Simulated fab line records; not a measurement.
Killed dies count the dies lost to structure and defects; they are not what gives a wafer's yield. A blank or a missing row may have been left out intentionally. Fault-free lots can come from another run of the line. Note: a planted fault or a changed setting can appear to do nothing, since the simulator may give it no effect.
The same fault as seen by 2 desks	flow rit_cmos	each desk has only its own numbers; what lay behind them comes last

== METROLOGY DESK ==
What the gauges read, lot by lot, whatever tool the lot ran on: means of the sampled wafers that have a number. A lot is out of limits, marked OUT, if its mean lies more than 4 standard deviations from the usual mean; the brackets give that distance.
Columns: A = PSD_OVL at RIT_PSD_OVL_MEAS_06, usual -0.6 nm; B = NSD_RS at RIT_SDANNEAL_RS_MEAS_05, usual 84.57 ohm/sq
lot	first seen here	A	B
L473	day 3 05:21	0.2	84.32
L474	day 3 10:16	-0.3	84.18
L475	day 3 12:19	-1.1	84.46
L476	day 3 23:49	-1.5	84.53
L477	day 4 05:38	-2.4	84.63
L479	day 4 13:04	0.0	84.44
L478	day 4 13:19	-1.5	84.28
L480	day 4 20:49	-0.1	84.88
L482	day 5 06:55	-1.8	84.76
L489	day 6 13:56	-1.2	84.44
L491	day 6 23:36	0.5	84.38
L492	day 7 05:51	-0.7	84.13
This desk's finding: nothing out of limits on any of the 12 lots.

== TOOL OWNER'S DESK, lpcvd-01 ==
The tool's own readings at RIT_ACTIVE_CVD_03 (deposits Si3N4 from SiH2Cl2/NH3, target thk 150 nm, time 1500 s): means of the sampled wafers that have a number, for each lot that ran on this tool. A lot is out of limits, marked OUT, if its mean lies more than 4 standard deviations from the usual mean; the brackets give that distance.
Columns: A = sih2cl2_flow_sccm at RIT_ACTIVE_CVD_03, usual 60.03 sccm
lot	first seen here	A
L473	day 1 12:07	60.11
L474	day 1 19:02	59.78
L475	day 1 22:07	59.85
L477	day 2 08:10	60.05
L489	day 4 20:07	60.02
L491	day 5 07:08	60.21
L492	day 5 11:07	60.03
This desk's finding: nothing out of limits on any of the 7 lots.

== TAKEN TOGETHER ==
Nothing out of limits was seen by the metrology desk.
The tool owner's desk saw nothing out of limits.

== WHAT THE SIMULATOR PUT IN ==
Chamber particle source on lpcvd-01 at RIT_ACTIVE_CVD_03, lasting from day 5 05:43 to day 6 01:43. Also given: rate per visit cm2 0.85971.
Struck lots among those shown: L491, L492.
